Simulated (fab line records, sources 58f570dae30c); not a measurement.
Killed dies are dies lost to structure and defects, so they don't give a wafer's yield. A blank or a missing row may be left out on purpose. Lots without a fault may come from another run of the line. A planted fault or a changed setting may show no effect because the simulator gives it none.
Which tool did it? | flow berkeley_cmos170 | 14 lots, 42 wafers sampled, at 4 steps of a route of 331

WHAT THE GAUGES READ, wafer by wafer
UCB170_CONTACT_THK_MEAS_02.
lot  | measured     | on            | CONTACT_PSG_THK (nm)
L170 | day 7 03:07  | film_metro-01 | 700 697 696
L169 | day 7 03:06  | film_metro-02 | 690 692 695
L171 | day 7 03:07  | film_metro-03 | 696 696 703
L172 | day 7 12:17  | film_metro-02 | 707 699 704
L173 | day 7 15:08  | film_metro-01 | 1397 1404 1403
L174 | day 8 20:17  | film_metro-01 | 1395 1398 1398
L177 | day 8 15:42  | film_metro-02 | 711 705 708
L175 | day 8 15:49  | film_metro-03 | 695 689 689
L186 | day 10 09:26 | film_metro-02 | 710 707 708
L185 | day 10 08:54 | film_metro-02 | 684 679 683
L189 | day 11 01:38 | film_metro-02 | 690 694 696
L188 | day 11 01:38 | film_metro-01 | 689 688 687
L190 | day 10 23:23 | film_metro-03 | 706 704 702
L192 | day 12 02:59 | film_metro-01 | 686 684 686

WHICH TOOL RAN EACH LOT (tool, then ch and the chambers of the sampled wafers, then the start)
lot  | UCB170_PVT_STRIP_08                  | UCB170_SILICIDE_RTA_04           | UCB170_CONTACT_CVD_01
L170 | plasma_asher-01 ch 0,1, day 5 17:02  | rtp_anneal-01 ch 0, day 6 21:46  | lpcvd-02 ch 0, day 7 00:26
L169 | plasma_asher-03 ch 0,1, day 5 17:52  | rtp_anneal-01 ch 0, day 6 22:01  | lpcvd-02 ch 0, day 7 00:26
L171 | plasma_asher-01 ch 0,1, day 5 20:17  | rtp_anneal-02 ch 0, day 6 21:58  | lpcvd-02 ch 1, day 7 00:26
L172 | plasma_asher-03 ch 0,1, day 6 00:50  | rtp_anneal-02 ch 0, day 7 10:14  | lpcvd-01 ch 1, day 7 10:30
L173 | plasma_asher-04 ch 0,1, day 6 01:09  | rtp_anneal-01 ch 0, day 7 10:15  | lpcvd-01 ch 0, day 7 10:30 and lpcvd-02 ch 0, day 7 13:17
L174 | plasma_asher-01 ch 0,1, day 7 06:58  | rtp_anneal-02 ch 0, day 8 12:37  | lpcvd-02 ch 1, day 8 13:08 and lpcvd-01 ch 1, day 8 17:37
L177 | plasma_asher-03 ch 0,1, day 7 07:24  | rtp_anneal-01 ch 0, day 8 13:10  | lpcvd-01 ch 0, day 8 13:55
L175 | plasma_asher-01 ch 0,1, day 7 07:40  | rtp_anneal-02 ch 0, day 8 12:48  | lpcvd-02 ch 0, day 8 13:08
L186 | plasma_asher-03 ch 0,1, day 8 21:58  | rtp_anneal-01 ch 0, day 10 06:29 | lpcvd-01 ch 1, day 10 06:44
L185 | plasma_asher-04 ch 0,1, day 8 22:12  | rtp_anneal-02 ch 0, day 10 05:57 | lpcvd-02 ch 0, day 10 06:13
L189 | plasma_asher-04 ch 0,1, day 9 17:26  | rtp_anneal-01 ch 0, day 10 21:49 | lpcvd-02 ch 1, day 10 22:57
L188 | plasma_asher-01 ch 0,1, day 9 17:35  | rtp_anneal-02 ch 0, day 10 21:37 | lpcvd-02 ch 1, day 10 22:57
L190 | plasma_asher-03 ch 0,1, day 9 19:14  | rtp_anneal-02 ch 0, day 10 21:20 | lpcvd-01 ch 1, day 10 21:37
L192 | plasma_asher-04 ch 0,1, day 10 16:25 | rtp_anneal-01 ch 0, day 11 20:08 | lpcvd-02 ch 1, day 12 00:18
- UCB170_PVT_STRIP_08: strips in O2.
- UCB170_SILICIDE_RTA_04: time 15 s.
- UCB170_CONTACT_CVD_01: deposits PSG from SiH4/O2/PH3, target thk 700 nm, time 2820 s.

WHAT THE TOOLS THEMSELVES READ (means of the sampled wafers that have a number; where no wafer has one, the mark that the record gives instead)
UCB170_PVT_STRIP_08.
lot  | tool            | drypump_motor_current_A (A) | oes_product_au (a.u.) | strip_time_to_endpoint_s (s)
L170 | plasma_asher-01 | 6.1                         | 0.734                 | 21.63
L169 | plasma_asher-03 | 5.8                         | 0.737                 | 21.68
L171 | plasma_asher-01 | 6.1                         | 0.733                 | 21.66
L172 | plasma_asher-03 | 5.8                         | 0.730                 | 21.60
L173 | plasma_asher-04 | 6.0                         | 0.729                 | 21.63
L174 | plasma_asher-01 | 6.1                         | 0.734                 | 21.70
L177 | plasma_asher-03 | 6.2                         | 0.736                 | 21.66
L175 | plasma_asher-01 | 6.1                         | 0.736                 | 21.66
L186 | plasma_asher-03 | 6.2                         | 0.734                 | 21.52
L185 | plasma_asher-04 | 5.9                         | 0.735                 | 21.56
L189 | plasma_asher-04 | 6.0                         | 0.735                 | 21.63
L188 | plasma_asher-01 | 6.2                         | 0.735                 | 21.62
L190 | plasma_asher-03 | 6.1                         | 0.735                 | 21.61
L192 | plasma_asher-04 | 6.0                         | 0.739                 | 21.71

UCB170_SILICIDE_RTA_04.
lot  | tool          | chamber_o2_ppm | lamp_power_pct (%) | wafer_temp_C_max
L170 | rtp_anneal-01 | 1.986          | 11.0               | 652.2
L169 | rtp_anneal-01 | 1.988          | 11.0               | 652.4
L171 | rtp_anneal-02 | 1.991          | 10.0               | 653.4
L172 | rtp_anneal-02 | 2.021          | 10.0               | 653.2
L173 | rtp_anneal-01 | 2.020          | 11.0               | 652.1
L174 | rtp_anneal-02 | 2.010          | 10.0               | 652.5
L177 | rtp_anneal-01 | 2.000          | 11.0               | 652.4
L175 | rtp_anneal-02 | 2.023          | 10.0               | 652.7
L186 | rtp_anneal-01 | 2.020          | 11.0               | 652.3
L185 | rtp_anneal-02 | 1.969          | 10.0               | 653.1
L189 | rtp_anneal-01 | 2.027          | 11.0               | 651.7
L188 | rtp_anneal-02 | 2.015          | 10.1               | 652.7
L190 | rtp_anneal-02 | 1.978          | 10.0               | 653.8
L192 | rtp_anneal-01 | 2.011          | 11.0               | 652.5

UCB170_CONTACT_CVD_01.
lot  | tool              | spike_tc_centre_C (C)
L170 | lpcvd-02          | 452.8
L169 | lpcvd-02          | 452.5
L171 | lpcvd-02          | 451.3
L172 | lpcvd-01          | 452.3
L173 | lpcvd-01/lpcvd-02 | 452.7
L174 | lpcvd-02/lpcvd-01 | 450.5
L177 | lpcvd-01          | 452.3
L175 | lpcvd-02          | 452.4
L186 | lpcvd-01          | 451.4
L185 | lpcvd-02          | 452.0
L189 | lpcvd-02          | 450.1
L188 | lpcvd-02          | 452.7
L190 | lpcvd-01          | 451.6
L192 | lpcvd-02          | 451.5

THE ANSWER, worked out from the rows above alone
Rule: what is usual is taken from the lots themselves. Put in order of their means at a reading, lots are off if they are a third of the lots or fewer, leave a main group of 4 or more, and stand apart from it by a gap of 3 or more times the standard deviation of the main group's means; of several such gaps the widest counts. A main group whose means are all the same, to the digits that the tables above print for the reading, isn't used. A lot without any number at a reading at which 4 lots or more have one is off too. The other lots that the step has rows for count as sound. The gauges are gone through in route order, then the tools' own readings, and for those a lot's mean is taken as printed above. The first step at which some lot is off is used, and at that step the reading that is off furthest; a lot without a number counts as furthest.
Off: L173, L174, at UCB170_CONTACT_THK_MEAS_02 (CONTACT_PSG_THK). The main group: mean 696 nm, standard deviation 8.4.
A tool fits if, at a process step before that reading, it ran every lot that is off, and no sound lot after the first of them. The gauges at UCB170_CONTACT_THK_MEAS_02 are tried like those tools. None of those tried fits.

WHAT THE SIMULATOR HAD PUT IN
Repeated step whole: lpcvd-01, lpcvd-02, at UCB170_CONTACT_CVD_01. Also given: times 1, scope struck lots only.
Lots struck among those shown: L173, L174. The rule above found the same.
